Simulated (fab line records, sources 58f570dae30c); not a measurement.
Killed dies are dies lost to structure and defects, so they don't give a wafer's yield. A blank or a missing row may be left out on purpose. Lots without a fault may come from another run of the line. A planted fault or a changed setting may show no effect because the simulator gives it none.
fab line records | flow berkeley_cmos170
record lots=5 wafers=15 last_day=12
route steps=331 shown SPACER@173 PSD@175 NSD@187 BACKSIDE@199 SDANNEAL@204 PLDD@208 NLDD@209 SILICIDE@210
lots that met no fault: from a run of the same line without faults
start_h: hours from the record's first day to the start of the lot's first wafer shown | wait_h: hours since the lot's step before | " the same as in the row above | L1.1+2: a row that stands for several wafers | - no value, or no start given | * or withheld: withheld | < > ~ a bound
route shown NAME@n: a module of which the file shows steps, and the number in the route of the first | usual: mean/standard deviation of fault-free wafers | same: alike in all rows | chamber/n: place in a boat | sites: the reading at each site | _std_site: their standard deviation | _edge_site: outer sites' mean less inner sites' | radius_mm: how far each site lies from the wafer's centre | mask NAME#n: copy n | behind: the tool/chamber that last shaped the wafer | hold: why the lot was held/for how many hours/how that ended | device: the transistor (n, p or np) that didn't switch | end of line: the same wafers' tests at the end of the route | a step without rows: its recipe alone | killed: dies lost to structure and defects at the first sort, not the wafer's yield | map: a wafer's dies, x killed, . not, _ none there
set.NAME: the setting as run; set.NAME@STEP: as run at that earlier step | model.NAME: the simulator's own value behind a step, which no gauge read
lots at some steps of the route; a table a step, a row a wafer
services: from which hour (start_h, from the record's first day; less than 0 if before it) a tool's chamber was out of use, for how many hours, and why
## steps
# step UCB170_SPACER_ANNEAL_02
# recipe temp_c=900 time_s=1800 ambient=N2
# usual spike_tc_source_C=922.5/2.1 tube_center_temp_C=900/0.087
# columns lot.wafer tool chamber start_h wait_h spike_tc_source_C tube_center_temp_C
L082.2 furnace-04 0 189.77 5.1 921.7 900.06
L082.3 " 0 " " 922.0 900.07
L082.4 " 0 " " 918.9 899.97
L084.2 furnace-03 0 202.41 7.1 923.7 899.97
L084.3 " 0 " " 924.0 900.09
L084.4 " 0 " " 925.9 900.03
L091.1 furnace-04 0 211.57 2.6 922.1 900.09
L091.2 " 0 " " 920.8 899.93
L091.4 " 0 " " 918.8 899.97
L093.3 furnace-04 0 231.42 2.2 920.8 899.92
L093.4 " 0 " " 919.9 900
L093.6 " 0 " " 923.5 900.04
L096.2 furnace-04 0 247.85 2.7 920.8 900.02
L096.5 " 0 " " 920.7 900.07
L096.6 " 0 " " 918.9 900.11
# step UCB170_SPACER_ETCHBACK_03
# recipe stop_on=Si target=SiO2 chemistry=CHF3/CF4/Ar CHF3_flow_sccm=50 cf4_flow_sccm=10 Ar_flow_sccm=120 pressure_mtorr=200 rf_w=500 target_depth_a=3760 time_s=100
# usual drypump_motor_current_A=5.6/0.43 oes_product_au=0.905/0.016 throttle_valve_pct=6.43/0.082
# columns lot.wafer tool chamber start_h wait_h drypump_motor_current_A oes_product_au rf_hours_counter_h throttle_valve_pct
L082.2 rie_diel-01 2 191.27 0.0 5.9 0.917 127 6.43
L082.3 " 3 " " 5.4 0.907 59 6.35
L082.4 " 0 " " 5.5 0.902 28 6.43
L084.2 rie_diel-02 3 203.91 0.0 5.5 0.913 112 6.51
L084.3 " 2 " " 6.0 0.876 132 6.32
L084.4 " 1 " " 4.9 0.881 29 6.42
L091.1 rie_diel-04 1 213.14 0.1 5.4 0.883 4 6.29
L091.2 " 2 " " 5.9 0.907 7 6.58
L091.4 " 3 " " 5.5 0.914 145 6.49
L093.3 rie_diel-01 0 232.92 0.0 5.5 0.919 30 6.45
L093.4 " 2 " " 5.9 0.947 129 6.44
L093.6 " 2 " " 5.9 0.939 - 6.43
L096.2 rie_diel-02 3 249.35 0.0 5.6 0.887 114 6.50
L096.5 " 0 " " 5.9 0.909 - 6.41
L096.6 " 1 " " 4.9 0.882 - 6.43
# step UCB170_PSD_HMDS_00
# recipe prime_time_s=60 prime_temp_c=100
# columns lot.wafer tool chamber start_h wait_h
L082.2+3+4 litho_track-03 0 191.50 0.2
L084.2+3+4 litho_track-01 0 204.27 0.3
L091.1+2+4 litho_track-01 0 213.96 0.8
L093.3+4+6 litho_track-02 0 233.04 0.1
L096.2+5+6 litho_track-03 0 250.10 0.7
# step UCB170_PSD_COAT_01
# recipe resist=KrF spin_rpm=1500 resist_thk_nm=900
# columns lot.wafer tool chamber start_h wait_h
L082.2+3+4 litho_track-03 0 191.65 0.1
L084.2+3+4 litho_track-01 0 204.42 0.1
L091.1+2+4 litho_track-01 0 214.11 0.1
L093.3+4+6 litho_track-02 0 233.19 0.1
L096.2+5+6 litho_track-03 0 250.25 0.1
# step UCB170_PSD_SOFTBAKE_02
# recipe resist=KrF temp_c=130 time_s=60
# usual plate_temp_C=129.97/0.15
# columns lot.wafer tool chamber start_h wait_h plate_temp_C
L082.2 litho_track-03 0 191.80 0.1 129.87
L082.3 " 0 " " 129.98
L082.4 " 0 " " 130.11
L084.2 litho_track-01 0 204.57 0.1 130.02
L084.3 " 0 " " 129.81
L084.4 " 0 " " 130.04
L091.1 litho_track-01 0 214.26 0.1 129.67
L091.2 " 0 " " 129.76
L091.4 " 0 " " 129.86
L093.3 litho_track-02 0 233.34 0.1 129.94
L093.4 " 0 " " 130.01
L093.6 " 0 " " 129.89
L096.2 litho_track-03 0 250.40 0.1 129.89
L096.5 " 0 " " 130.13
L096.6 " 0 " " 130.01
# step UCB170_PSD_EXPOSE_03
# recipe mask_id=PSELECT_MOD na=0.5 sigma_outer=0.6 source_shape=conventional target_cd_nm=1200 dose_mj=30
# same na=0.5
# columns lot.wafer tool chamber start_h wait_h mask
L082.2+3+4 krf_scanner-02 0 192.07 0.2 PSELECT_MOD#0
L084.2+3+4 krf_scanner-02 0 205.02 0.4 PSELECT_MOD#0
L091.1+2+4 krf_scanner-02 0 214.69 0.4 PSELECT_MOD#0
L093.3+4+6 krf_scanner-02 0 233.84 0.5 PSELECT_MOD#0
L096.2+5+6 krf_scanner-02 0 250.54 0.1 PSELECT_MOD#0
# step UCB170_PSD_PEB_04
# recipe peb_temp_c=130 peb_time_s=withheld resist=KrF
# usual plate_temp_C=130.01/0.13
# columns lot.wafer tool chamber start_h wait_h plate_temp_C
L082.2 litho_track-03 0 192.54 0.5 129.87
L082.3 " 0 " " 129.91
L082.4 " 0 " " 129.94
L084.2 litho_track-01 0 205.44 0.4 130.05
L084.3 " 0 " " 130.11
L084.4 " 0 " " 130.04
L091.1 litho_track-01 0 215.14 0.4 130.10
L091.2 " 0 " " 130.12
L091.4 " 0 " " 130.19
L093.3 litho_track-01 0 234.45 0.6 129.82
L093.4 " 0 " " 130.06
L093.6 " 0 " " 129.90
L096.2 litho_track-02 0 251.56 1.0 129.93
L096.5 " 0 " " 130.05
L096.6 " 0 " " 130.19
# step UCB170_PSD_DEVELOP_05
# recipe developer=TMAH develop_time_s=45 resist=KrF dev_temp_c=21.47
# columns lot.wafer tool chamber start_h wait_h
L082.2+3+4 litho_track-03 0 - -
L084.2+3+4 litho_track-01 0 - -
L091.1+2+4 litho_track-01 0 - -
L093.3+4+6 litho_track-01 0 - -
L096.2+5+6 litho_track-02 0 - -
# step UCB170_PSD_CD_MEAS_06
# recipe target_cd_nm=1200
# usual cd_nm=1199.9/1.4
# columns lot.wafer tool chamber start_h wait_h cd_nm
L082.2 cd_sem-02 - 192.81 - 1200.4
L082.3 " - " " 1201.4
L082.4 " - " " 1201.4
L084.2 cd_sem-02 - 205.75 - 1201.3
L084.3 " - " " 1201.3
L084.4 " - " " 1202.2
L091.1 cd_sem-01 - 215.41 - 1200.4
L091.2 " - " " 1198.6
L091.4 " - " " 1199.5
L093.3 cd_sem-01 - 234.72 - 1200.0
L093.4 " - " " 1198.0
L093.6 " - " " 1199.6
L096.2 cd_sem-01 - 251.83 - 1199.5
L096.5 " - " " 1200.4
L096.6 " - " " 1199.2
# step UCB170_PSD_OVL_MEAS_07
# usual PSD_OVL=3/7.3
# columns lot.wafer tool chamber start_h wait_h PSD_OVL[nm]
L082.2 overlay-01 - 192.91 0.1 -4
L082.3 " - " " -8
L082.4 " - " " -4
L084.2 overlay-01 - 205.85 0.1 8
L084.3 " - " " -1
L084.4 " - " " 9
L091.1 overlay-02 - 215.53 0.1 -2
L091.2 " - " " 2
L091.4 " - " " -6
L093.3 overlay-02 - 234.81 0.1 -4
L093.4 " - " " 0
L093.6 " - " " 3
L096.2 overlay-01 - 251.94 0.1 -4
L096.5 " - " " 4
L096.6 " - " " -6
# step UCB170_PSD_IMPLANT_08
# recipe species=B dose_cm2=3e+15 energy_kev=20 tilt_deg=7
# usual end_station_pressure_torr=1.25e-05/6.7e-07
# columns lot.wafer tool chamber start_h wait_h end_station_pressure_torr
L082.2 implanter-02 0 192.97 0.0 1.29e-05
L082.3 " 0 " " 1.32e-05
L082.4 " 0 " " 1.28e-05
L084.2 implanter-03 0 205.91 0.0 1.24e-05
L084.3 " 0 " " 1.26e-05
L084.4 " 0 " " 1.27e-05
L091.1 implanter-03 0 215.57 0.0 1.21e-05
L091.2 " 0 " " 1.39e-05
L091.4 " 0 " " 1.23e-05
L093.3 implanter-04 0 234.89 0.1 1.25e-05
L093.4 " 0 " " 1.21e-05
L093.6 " 0 " " 1.23e-05
L096.2 implanter-04 0 251.99 0.0 1.3e-05
L096.5 " 0 " " 1.29e-05
L096.6 " 0 " " 1.23e-05
# step UCB170_PSD_STRIP_09
# recipe chemistry=O2 power_w=400 pressure_mtorr=3500 platen_temp_c=withheld o2_flow_sccm=400 overash_fraction=0.5
# usual drypump_motor_current_A=5.41/0.28 oes_product_au=0.600/0.0048 strip_time_to_endpoint_s=29.39/0.086
# columns lot.wafer tool chamber start_h wait_h drypump_motor_current_A oes_product_au rf_hours_counter_h strip_time_to_endpoint_s
L082.2 plasma_asher-01 0 193.09 0.1 5.92 0.604 8 29.31
L082.3 " 0 " " 5.92 0.602 - 29.30
L082.4 " 1 " " 5.24 0.606 - 29.29
L084.2 plasma_asher-02 1 206.03 0.1 5.41 0.601 41 29.41
L084.3 " 1 " " 5.40 0.598 - 29.50
L084.4 " 0 " " 5.50 0.593 - 29.45
L091.1 plasma_asher-02 0 215.72 0.1 5.50 0.601 42 29.47
L091.2 " 1 " " 5.39 0.598 42 29.54
L091.4 " 0 " " 5.51 0.597 - 29.54
L093.3 plasma_asher-01 0 235.02 0.1 5.92 0.597 - 29.30
L093.4 " 1 " " 5.24 0.604 - 29.32
L093.6 " 0 " " 5.94 0.602 - 29.32
L096.2 plasma_asher-04 0 252.12 0.1 5.32 0.600 59 29.40
L096.5 " 0 " " 5.32 0.606 - 29.37
L096.6 " 1 " " 4.97 0.606 - 29.39
# step UCB170_PSD_TW_MEAS_10
# usual PSD_TW=2335/30
# columns lot.wafer tool chamber start_h wait_h PSD_TW
L082.2 film_metro-04 - 193.20 0.1 2363
L082.3 " - " " 2357
L082.4 " - " " 2354
L084.2 film_metro-01 - 206.14 0.1 2287
L084.3 " - " " 2299
L084.4 " - " " 2279
L091.1 film_metro-03 - 215.82 0.1 2345
L091.2 " - " " 2347
L091.4 " - " " 2358
L093.3 film_metro-01 - 235.11 0.1 2292
L093.4 " - " " 2298
L093.6 " - " " 2297
L096.2 film_metro-04 - 252.23 0.1 2373
L096.5 " - " " 2364
L096.6 " - " " 2374
# step UCB170_PSD_CLEAN_11
# recipe chemistry=SPM temp_c=120 time_s=600
# columns lot.wafer tool chamber start_h wait_h
L082.2+3+4 wet_bench-04 1 193.25 0.0
L084.2+3+4 wet_bench-01 1 206.19 0.0
L091.1+2+4 wet_bench-01 1 217.87 2.0
L093.3+4+6 wet_bench-01 2 237.44 2.3
L096.2+5+6 wet_bench-04 3 252.55 0.3
# step UCB170_NSD_HMDS_00
# recipe prime_time_s=60 prime_temp_c=100
# columns lot.wafer tool chamber start_h wait_h
L082.2+3+4 litho_track-02 0 193.83 0.4
L084.2+3+4 litho_track-02 0 206.63 0.3
L091.1+2+4 litho_track-04 0 218.49 0.5
L093.3+4+6 litho_track-04 0 237.68 0.1
L096.2+5+6 litho_track-04 0 253.14 0.4
# step UCB170_NSD_COAT_01
# recipe resist=KrF spin_rpm=1500 resist_thk_nm=900
# columns lot.wafer tool chamber start_h wait_h
L082.2+3+4 litho_track-02 0 193.98 0.1
L084.2+3+4 litho_track-02 0 206.78 0.1
L091.1+2+4 litho_track-04 0 218.64 0.1
L093.3+4+6 litho_track-04 0 237.83 0.1
L096.2+5+6 litho_track-04 0 253.29 0.1
# step UCB170_NSD_SOFTBAKE_02
# recipe resist=KrF temp_c=130 time_s=60
# usual plate_temp_C=130.00/0.13
# columns lot.wafer tool chamber start_h wait_h plate_temp_C
L082.2 litho_track-02 0 194.13 0.1 129.90
L082.3 " 0 " " 130.06
L082.4 " 0 " " 130.12
L084.2 litho_track-02 0 206.93 0.1 130.00
L084.3 " 0 " " 130.13
L084.4 " 0 " " 130.07
L091.1 litho_track-04 0 218.79 0.1 129.87
L091.2 " 0 " " 129.90
L091.4 " 0 " " 129.94
L093.3 litho_track-04 0 237.98 0.1 130.10
L093.4 " 0 " " 130.08
L093.6 " 0 " " 130.04
L096.2 litho_track-04 0 253.44 0.1 129.91
L096.5 " 0 " " 129.91
L096.6 " 0 " " 129.96
# step UCB170_NSD_EXPOSE_03
# recipe mask_id=NSELECT_MOD na=0.5 sigma_outer=0.6 source_shape=conventional target_cd_nm=1200 dose_mj=30
# same na=0.5
# columns lot.wafer tool chamber start_h wait_h mask
L082.2+3+4 krf_scanner-02 0 194.40 0.2 NSELECT_MOD#0
L084.2+3+4 krf_scanner-02 0 207.11 0.2 NSELECT_MOD#0
L091.1+2+4 krf_scanner-01 0 219.30 0.5 NSELECT_MOD#0
L093.3+4+6 krf_scanner-01 0 - - NSELECT_MOD#0
L096.2+5+6 krf_scanner-02 0 253.63 0.2 NSELECT_MOD#0
# step UCB170_NSD_PEB_04
# recipe peb_temp_c=130 peb_time_s=withheld resist=KrF
# usual plate_temp_C=130.01/0.13
# columns lot.wafer tool chamber start_h wait_h plate_temp_C
L082.2 litho_track-02 0 194.52 0.1 129.83
L082.3 " 0 " " 129.93
L082.4 " 0 " " 129.93
L084.2 litho_track-03 0 207.74 0.6 130.00
L084.3 " 0 " " 130.09
L084.4 " 0 " " 130.01
L091.1 litho_track-04 0 219.94 0.6 130.09
L091.2 " 0 " " 130.05
L091.4 " 0 " " 129.95
L093.3 litho_track-02 0 - - 130.02
L093.4 " 0 " " 130.21
L093.6 " 0 " " 130.27
L096.2 litho_track-04 0 253.86 0.2 130.21
L096.5 " 0 " " 130.28
L096.6 " 0 " " 130.03
# step UCB170_NSD_DEVELOP_05
# recipe developer=TMAH develop_time_s=45 resist=KrF dev_temp_c=21
# columns lot.wafer tool chamber start_h wait_h
L082.2+3+4 litho_track-02 0 - -
L084.2+3+4 litho_track-03 0 - -
L091.1+2+4 litho_track-04 0 - -
L093.3+4+6 litho_track-02 0 - -
L096.2+5+6 litho_track-04 0 - -
# step UCB170_NSD_CD_MEAS_06
# recipe target_cd_nm=1200
# usual cd_nm=1200.1/1.6
# columns lot.wafer tool chamber start_h wait_h cd_nm
L082.2 cd_sem-02 - 194.79 - 1199.8
L082.3 " - " " 1198.5
L082.4 " - " " 1199.1
L084.2 cd_sem-02 - 208.01 - 1200.1
L084.3 " - " " 1200.2
L084.4 " - " " 1200.9
L091.1 cd_sem-01 - 220.42 - 1199.9
L091.2 " - " " 1199.4
L091.4 " - " " 1199.9
L093.3 cd_sem-01 - 239.98 - 1200.7
L093.4 " - " " 1201.2
L093.6 " - " " 1200.2
L096.2 cd_sem-01 - 254.13 - 1198.8
L096.5 " - " " 1198.6
L096.6 " - " " 1198.1
# step UCB170_NSD_OVL_MEAS_07
# usual NSD_OVL=-3/5.7
# columns lot.wafer tool chamber start_h wait_h NSD_OVL[nm]
L082.2 overlay-01 - 194.90 0.1 0
L082.3 " - " " -4
L082.4 " - " " -6
L084.2 overlay-01 - 208.11 0.1 -7
L084.3 " - " " -18
L084.4 " - " " -1
L091.1 overlay-02 - 220.54 0.1 -1
L091.2 " - " " 4
L091.4 " - " " 3
L093.3 overlay-01 - 240.07 0.1 -1
L093.4 " - " " -1
L093.6 " - " " -3
L096.2 overlay-01 - 254.24 0.1 1
L096.5 " - " " 2
L096.6 " - " " 1
# step UCB170_NSD_IMPLANT_08
# recipe species=P dose_cm2=3e+15 energy_kev=40 tilt_deg=7
# usual end_station_pressure_torr=1.25e-05/6.4e-07
# columns lot.wafer tool chamber start_h wait_h end_station_pressure_torr
L082.2 implanter-04 0 194.95 0.0 1.2e-05
L082.3 " 0 " " 1.27e-05
L082.4 " 0 " " 1.31e-05
L084.2 implanter-03 0 208.17 0.0 1.26e-05
L084.3 " 0 " " 1.18e-05
L084.4 " 0 " " 1.14e-05
L091.1 implanter-01 0 220.58 0.0 1.14e-05
L091.2 " 0 " " 1.28e-05
L091.4 " 0 " " 1.2e-05
L093.3 implanter-03 0 240.14 0.1 1.17e-05
L093.4 " 0 " " 1.28e-05
L093.6 " 0 " " 1.27e-05
L096.2 implanter-03 0 254.29 0.0 1.3e-05
L096.5 " 0 " " 1.27e-05
L096.6 " 0 " " 1.16e-05
# step UCB170_NSD_STRIP_09
# recipe chemistry=O2 power_w=400 pressure_mtorr=3500 platen_temp_c=withheld o2_flow_sccm=400 overash_fraction=0.5
# usual drypump_motor_current_A=5.52/0.23 oes_product_au=0.534/0.0046 strip_time_to_endpoint_s=35.80/0.064
# columns lot.wafer tool chamber start_h wait_h drypump_motor_current_A oes_product_au rf_hours_counter_h strip_time_to_endpoint_s
L082.2 plasma_asher-02 0 195.08 0.1 5.48 0.531 40 35.79
L082.3 " 0 " " 5.50 0.538 - 35.71
L082.4 " 1 " " 5.40 0.533 - 35.83
L084.2 plasma_asher-01 0 208.29 0.1 5.91 0.534 10 35.84
L084.3 " 0 " " 5.92 0.541 - 35.80
L084.4 " 1 " " 5.23 0.544 - 35.68
L091.1 plasma_asher-01 0 220.73 0.1 5.94 0.527 11 35.97
L091.2 " 1 " " 5.24 0.536 11 35.95
L091.4 " 1 " " 5.23 0.535 - 35.83
L093.3 plasma_asher-02 1 240.27 0.1 5.38 0.537 - 35.80
L093.4 " 0 " " 5.52 0.534 - 35.89
L093.6 " 0 " " 5.52 0.531 - 35.83
L096.2 plasma_asher-02 0 254.43 0.1 5.48 0.536 47 35.81
L096.5 " 0 " " 5.49 0.543 - 35.87
L096.6 " 1 " " 5.37 0.534 - 35.88
# step UCB170_NSD_TW_MEAS_10
# usual NSD_TW=4194/60
# columns lot.wafer tool chamber start_h wait_h NSD_TW
L082.2 film_metro-03 - 195.19 0.1 4233
L082.3 " - " " 4204
L082.4 " - " " 4220
L084.2 film_metro-04 - 208.40 0.1 4241
L084.3 " - " " 4255
L084.4 " - " " 4272
L091.1 film_metro-03 - 220.83 0.1 4202
L091.2 " - " " 4193
L091.4 " - " " 4184
L093.3 film_metro-03 - 240.36 0.1 4211
L093.4 " - " " 4240
L093.6 " - " " 4218
L096.2 film_metro-04 - 254.54 0.1 4245
L096.5 " - " " 4280
L096.6 " - " " 4287
# step UCB170_NSD_CLEAN_11
# recipe chemistry=SPM temp_c=120 time_s=600
# columns lot.wafer tool chamber start_h wait_h
L082.2+3+4 wet_bench-03 2 195.55 0.4
L084.2+3+4 wet_bench-02 0 210.51 2.1
L091.1+2+4 wet_bench-03 2 220.89 0.1
L093.3+4+6 wet_bench-03 2 240.40 0.0
L096.2+5+6 wet_bench-01 2 254.86 0.3
# step UCB170_BACKSIDE_HMDS_00
# recipe prime_time_s=60 prime_temp_c=100
# columns lot.wafer tool chamber start_h wait_h
L082.2+3+4 litho_track-03 0 195.93 0.0
L084.2+3+4 litho_track-03 0 211.16 0.5
L091.1+2+4 litho_track-01 0 221.16 0.1
L093.3+4+6 litho_track-03 0 241.39 0.8
L096.2+5+6 litho_track-01 0 255.06 0.0
# step UCB170_BACKSIDE_COAT_01
# recipe resist=KrF spin_rpm=1500 resist_thk_nm=900
# columns lot.wafer tool chamber start_h wait_h
L082.2+3+4 litho_track-03 0 196.08 0.1
L084.2+3+4 litho_track-03 0 211.31 0.1
L091.1+2+4 litho_track-01 0 221.31 0.1
L093.3+4+6 litho_track-03 0 241.54 0.1
L096.2+5+6 litho_track-01 0 255.21 0.1
# step UCB170_BACKSIDE_SOFTBAKE_02
# recipe resist=KrF temp_c=130 time_s=60
# usual plate_temp_C=130.00/0.15
# columns lot.wafer tool chamber start_h wait_h plate_temp_C
L082.2 litho_track-03 0 196.23 0.1 129.92
L082.3 " 0 " " 129.86
L082.4 " 0 " " 129.69
L084.2 litho_track-03 0 211.46 0.1 129.79
L084.3 " 0 " " 129.96
L084.4 " 0 " " 129.99
L091.1 litho_track-01 0 221.46 0.1 130.08
L091.2 " 0 " " 130.00
L091.4 " 0 " " 129.91
L093.3 litho_track-03 0 241.69 0.1 130.14
L093.4 " 0 " " 130.21
L093.6 " 0 " " 130.10
L096.2 litho_track-01 0 255.36 0.1 129.85
L096.5 " 0 " " 129.85
L096.6 " 0 " " 129.96
# step UCB170_BACKSIDE_STRIP_03
# recipe chemistry=O2 power_w=407.6 pressure_mtorr=3500 platen_temp_c=withheld o2_flow_sccm=400 overash_fraction=0.5
# usual drypump_motor_current_A=5.4/0.31 oes_product_au=0.742/0.0038 strip_time_to_endpoint_s=21.66/0.055
# columns lot.wafer tool chamber start_h wait_h drypump_motor_current_A oes_product_au rf_hours_counter_h strip_time_to_endpoint_s
L082.2 plasma_asher-04 1 196.35 0.1 5.0 0.739 52 21.60
L082.3 " 0 " " 5.3 0.743 - 21.54
L082.4 " 1 " " 4.9 0.738 - 21.59
L084.2 plasma_asher-03 1 211.59 0.1 5.5 0.734 50 21.57
L084.3 " 0 " " 5.7 0.748 - 21.59
L084.4 " 1 " " 5.6 0.740 - 21.69
L091.1 plasma_asher-03 0 221.61 0.1 5.7 0.739 52 21.63
L091.2 " 1 " " 5.5 0.736 52 21.68
L091.4 " 1 " " 5.5 0.742 - 21.70
L093.3 plasma_asher-04 1 241.82 0.1 5.0 0.743 - 21.71
L093.4 " 0 " " 5.3 0.736 - 21.66
L093.6 " 0 " " 5.3 0.741 - 21.65
L096.2 plasma_asher-04 1 255.51 0.1 5.0 0.741 61 21.71
L096.5 " 1 " " 5.0 0.744 - 21.70
L096.6 " 0 " " 5.3 0.735 - 21.68
# step UCB170_BACKSIDE_CLEAN_04
# recipe chemistry=SPM temp_c=120 time_s=600
# columns lot.wafer tool chamber start_h wait_h
L082.2+3+4 wet_bench-03 1 196.45 0.1
L084.2+3+4 wet_bench-04 3 211.69 0.1
L091.1+2+4 wet_bench-03 2 221.71 0.1
L093.3+4+6 wet_bench-04 2 241.91 0.1
L096.2+5+6 wet_bench-01 0 255.61 0.1
# step UCB170_SDANNEAL_RTA_00
# recipe temp_c=900 time_s=10 ambient=N2
# usual anneal_temp_c_max=903.7/0.95 lamp_power_pct=25.7/0.5 wafer_temp_C_max=902.5/0.64
# columns lot.wafer tool chamber start_h wait_h anneal_temp_c_max lamp_power_pct wafer_temp_C_max
L082.2 rtp_anneal-01 0 196.81 0.0 903.7 25.3 902.4
L082.3 " 0 " " 904.1 25.3 902.4
L082.4 " 0 " " 905.0 25.3 902.4
L084.2 rtp_anneal-01 0 211.87 0.0 904.1 25.3 902.2
L084.3 " 0 " " 903.7 25.3 902.2
L084.4 " 0 " " 905.3 25.3 901.6
L091.1 rtp_anneal-01 0 221.88 0.0 902.3 25.4 902.3
L091.2 " 0 " " 903.1 25.4 902.0
L091.4 " 0 " " 903.4 25.3 902.3
L093.3 rtp_anneal-02 0 242.12 0.0 903.2 26.4 902.6
L093.4 " 0 " " 901.9 26.4 903.5
L093.6 " 0 " " 903.0 26.4 903.3
L096.2 rtp_anneal-01 0 255.80 0.0 905.4 25.4 902.6
L096.5 " 0 " " 905.3 25.3 902.1
L096.6 " 0 " " 904.8 25.4 902.6
# step UCB170_SDANNEAL_RTA_01
# recipe temp_c=1050 time_s=5 ambient=N2
# usual anneal_temp_c_max=1054.4/1.1 lamp_power_pct=39.7/0.77 wafer_temp_C_max=1052.9/0.71
# columns lot.wafer tool chamber start_h wait_h anneal_temp_c_max lamp_power_pct wafer_temp_C_max
L082.2 rtp_anneal-01 0 196.88 0.1 1056.3 39.1 1053.6
L082.3 " 0 " " 1054.6 39.1 1052.9
L082.4 " 0 " " 1054.4 39.1 1052.6
L084.2 rtp_anneal-01 0 211.94 0.1 1056.7 39.1 1052.7
L084.3 " 0 " " 1054.0 39.1 1053.4
L084.4 " 0 " " 1054.8 39.1 1053.0
L091.1 rtp_anneal-01 0 221.95 0.1 1055.4 39.1 1051.4
L091.2 " 0 " " 1054.7 39.1 1053.0
L091.4 " 0 " " 1054.6 39.1 1051.9
L093.3 rtp_anneal-02 0 242.19 0.1 1053.7 40.7 1055.1
L093.4 " 0 " " 1053.9 40.7 1053.7
L093.6 " 0 " " 1053.0 40.7 1055.0
L096.2 rtp_anneal-01 0 255.86 0.1 1053.7 39.1 1053.2
L096.5 " 0 " " 1054.4 39.1 1052.1
L096.6 " 0 " " 1055.4 39.1 1052.5
# step UCB170_SDANNEAL_RS_MEAS_02
# recipe thk_meas_gauge=four-point-probe
# usual PSD_RS=75.7/0.3
# columns lot.wafer tool chamber start_h wait_h PSD_RS[ohm/sq]
L082.2 film_metro-04 - 196.95 0.1 75.4
L082.3 " - " " 75.6
L082.4 " - " " 75.6
L084.2 film_metro-01 - 212.21 0.3 75.7
L084.3 " - " " 75.9
L084.4 " - " " 76.0
L091.1 film_metro-04 - 222.01 0.0 75.8
L091.2 " - " " 75.8
L091.4 " - " " 75.6
L093.3 film_metro-04 - 242.26 0.1 75.7
L093.4 " - " " 76.0
L093.6 " - " " 76.0
L096.2 film_metro-03 - 255.93 0.1 75.4
L096.5 " - " " 75.7
L096.6 " - " " 75.6
# step UCB170_SDANNEAL_RS_MEAS_03
# recipe thk_meas_gauge=four-point-probe
# usual NSD_RS=37.32/0.082
# columns lot.wafer tool chamber start_h wait_h NSD_RS[ohm/sq]
L082.2 film_metro-04 - 197.07 0.1 37.25
L082.3 " - " " 37.29
L082.4 " - " " 37.33
L084.2 film_metro-01 - 212.33 0.1 37.26
L084.3 " - " " 37.34
L084.4 " - " " 37.32
L091.1 film_metro-04 - 222.13 0.1 37.30
L091.2 " - " " 37.19
L091.4 " - " " 37.27
L093.3 film_metro-04 - 242.38 0.1 37.48
L093.4 " - " " 37.40
L093.6 " - " " 37.33
L096.2 film_metro-03 - 256.05 0.1 37.38
L096.5 " - " " 37.30
L096.6 " - " " 37.29
# step UCB170_SDANNEAL_RS_MEAS_04
# recipe thk_meas_gauge=four-point-probe
# usual PLDD_RS=1033.4/2.4
# columns lot.wafer tool chamber start_h wait_h PLDD_RS[ohm/sq]
L082.2 film_metro-04 - 197.19 0.1 1029.8
L082.3 " - " " 1031.2
L082.4 " - " " 1028.6
L084.2 film_metro-01 - 212.45 0.1 1032.6
L084.3 " - " " 1033.6
L084.4 " - " " 1036.0
L091.1 film_metro-04 - 222.25 0.1 1030.7
L091.2 " - " " 1032.9
L091.4 " - " " 1031.0
L093.3 film_metro-04 - 242.50 0.1 1035.4
L093.4 " - " " 1038.6
L093.6 " - " " 1034.1
L096.2 film_metro-03 - 256.17 0.1 1034.0
L096.5 " - " " 1034.7
L096.6 " - " " 1035.2
# step UCB170_SDANNEAL_RS_MEAS_05
# recipe thk_meas_gauge=four-point-probe
# usual NLDD_RS=617.1/1.2
# columns lot.wafer tool chamber start_h wait_h NLDD_RS[ohm/sq]
L082.2 film_metro-04 - 197.31 0.1 616.1
L082.3 " - " " 617.8
L082.4 " - " " 617.5
L084.2 film_metro-01 - 212.57 0.1 618.7
L084.3 " - " " 618.2
L084.4 " - " " 619.2
L091.1 film_metro-04 - 222.37 0.1 619.7
L091.2 " - " " 619.2
L091.4 " - " " 619.7
L093.3 film_metro-04 - 242.62 0.1 616.2
L093.4 " - " " 617.6
L093.6 " - " " 617.0
L096.2 film_metro-03 - 256.29 0.1 616.7
L096.5 " - " " 616.4
L096.6 " - " " 617.4
# step UCB170_SILICIDE_PRE_CLEAN_00
# recipe gas=Ar preclean_etch_time_s=60
# columns lot.wafer tool chamber start_h wait_h
L082.2+3+4 pvd_sputter-04 - 197.41 0.1
L084.2+3+4 pvd_sputter-04 - 212.67 0.1
L091.1+2+4 pvd_sputter-04 - 222.49 0.1
L093.3+4+6 pvd_sputter-03 - 242.70 0.1
L096.2+5+6 pvd_sputter-02 - 256.39 0.1
# step UCB170_SILICIDE_SPUTTER_01
# recipe material=Ti target_thk_nm=30 time_s=25 power_w=1500 chamber_pressure_pa=0.5
# usual throttle_valve_pct=29.9/1.3
# columns lot.wafer tool chamber start_h wait_h throttle_valve_pct
L082.2 pvd_sputter-04 - 197.47 0.0 30.0
L082.3 " - " " 30.8
L082.4 " - " " 31.2
L084.2 pvd_sputter-04 - 212.74 0.0 30.5
L084.3 " - " " 31.1
L084.4 " - " " 29.8
L091.1 pvd_sputter-04 - 222.56 0.0 29.6
L091.2 " - " " 31.1
L091.4 " - " " 29.7
L093.3 pvd_sputter-03 - 242.77 0.0 26.8
L093.4 " - " " 32.0
L093.6 " - " " 26.9
L096.2 pvd_sputter-02 - 256.46 0.0 29.9
L096.5 " - " " 29.6
L096.6 " - " " 31.1
## services
# columns tool chamber start_h hours kind
plasma_asher-02 - 166.49 4.4 repair
plasma_asher-03 - 171.33 14.6 pm
implanter-04 - 183.40 11.4 repair
krf_scanner-01 - 188.24 0.8 pm
rie_diel-02 0 198.50 2.6 repair
krf_scanner-02 - 198.84 0.6 repair
krf_scanner-01 - 209.09 1.0 repair
krf_scanner-01 - 215.53 1.3 pm
implanter-03 - 216.77 4.1 repair
krf_scanner-01 - 225.57 1.0 pm
pvd_sputter-04 - 225.77 2.9 repair
rie_diel-02 1 228.53 3.8 repair
wet_bench-01 - 228.94 4.4 pm
implanter-04 - 235.32 3.8 repair
krf_scanner-02 - 238.47 0.9 repair
plasma_asher-02 - 241.06 1.0 repair
krf_scanner-02 - 244.72 1.0 pm
krf_scanner-02 - 245.72 0.8 pm
krf_scanner-01 - 246.58 7.3 repair
plasma_asher-01 - 251.91 3.9 repair
plasma_asher-03 - 252.04 6.8 repair
rie_diel-02 - 252.25 2.1 repair
plasma_asher-02 - 255.36 2.5 repair
pvd_sputter-04 - 255.73 8.0 repair
## key
fault none
